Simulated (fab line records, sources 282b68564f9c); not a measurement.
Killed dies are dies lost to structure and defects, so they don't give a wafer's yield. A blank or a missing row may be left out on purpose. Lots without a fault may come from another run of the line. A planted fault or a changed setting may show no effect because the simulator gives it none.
Which tool did it? | flow rit_cmos | 14 lots, 42 wafers sampled, at 2 steps of a route of 202

WHAT THE GAUGES READ, wafer by wafer
RIT_PLDD_TW_MEAS_10. Usual: PLDD_TW 2362, standard deviation 16.
lot  | measured    | on            | PLDD_TW        | flag
L774 | day 2 19:35 | film_metro-04 | 2372 2363 2368 |
L775 | day 3 01:11 | film_metro-04 | 2381 2372 2377 |
L776 | day 3 05:59 | film_metro-03 | 2358 2372 2358 |
L777 | day 3 10:37 | film_metro-04 | 2375 2381 2381 |
L778 | day 3 14:27 | film_metro-01 | 2331 2323 2325 |
L779 | day 3 21:04 | film_metro-04 | 2392 2379 2364 |
L780 | day 4 00:59 | film_metro-01 | 2341 2336 2329 |
L781 | day 4 07:11 | film_metro-03 | 2384 2375 2383 |
L788 | day 5 19:05 | film_metro-03 | 2374 2365 2374 |
L790 | day 6 04:41 | film_metro-03 | 30 30 30       | OFF
L791 | day 6 08:22 | film_metro-04 | 30 30 30       | OFF
L792 | day 6 13:07 | film_metro-01 | 2346 2345 2344 |
L793 | day 6 19:27 | film_metro-03 | 2367 2357 2358 |
L794 | day 7 03:59 | film_metro-01 | 2339 2355 2347 |

WHICH TOOL RAN EACH LOT (tool, then ch and the chambers of the sampled wafers, then the start)
lot  | RIT_PLDD_DEVELOP_05
L774 | litho_track-02 ch 0, day 2 18:00
L775 | litho_track-02 ch 0, day 3 00:00
L776 | litho_track-03 ch 0, day 3 05:00
L777 | litho_track-04 ch 0, day 3 09:00
L778 | litho_track-04 ch 0, day 3 13:00
L779 | litho_track-02 ch 0, day 3 20:00
L780 | litho_track-03 ch 0, day 4 00:00
L781 | litho_track-03 ch 0, day 4 06:00
L788 | litho_track-04 ch 0, day 5 18:00
L790 | litho_track-02 ch 0, day 6 04:00
L791 | litho_track-02 ch 0, day 6 07:00
L792 | litho_track-03 ch 0, day 6 12:00
L793 | litho_track-03 ch 0, day 6 18:00
L794 | litho_track-03 ch 0, day 7 03:00
- RIT_PLDD_DEVELOP_05: develop time 50 s.

WHAT THE TOOLS THEMSELVES READ (means of the sampled wafers that have a number; where no wafer has one, the mark that the record gives instead)
The record holds no such reading with a usual standard deviation.

THE ANSWER, worked out from the rows above alone
Rule: a lot is off if the mean of its wafers that have a number lies more than 3 standard deviations from the usual mean. A lot without any number at a reading at which 4 lots or more have one is off too. The other lots that the step has rows for count as sound. The gauges are gone through in route order, then the tools' own readings, and for those a lot's mean is taken as printed above. The first step at which some lot is off is used, and at that step the reading that is off furthest; a lot without a number counts as furthest.
Off: L790, L791, at RIT_PLDD_TW_MEAS_10 (PLDD_TW).
A tool fits if, at a process step before that reading, it ran every lot that is off, and no sound lot after the first of them. The gauges at RIT_PLDD_TW_MEAS_10 are tried like those tools. One fits: litho_track-02 at RIT_PLDD_DEVELOP_05. Its last sound lot is L779 (day 3 20:00), its first lot that is off L790 (day 6 04:00): a fault that began between those two fits.

WHAT THE SIMULATOR HAD PUT IN
Process parameter drift: litho_track-02, from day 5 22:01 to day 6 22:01, at RIT_PLDD_DEVELOP_05. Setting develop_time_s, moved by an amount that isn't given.
Lots struck among those shown: L790, L791. The rule above found the same.
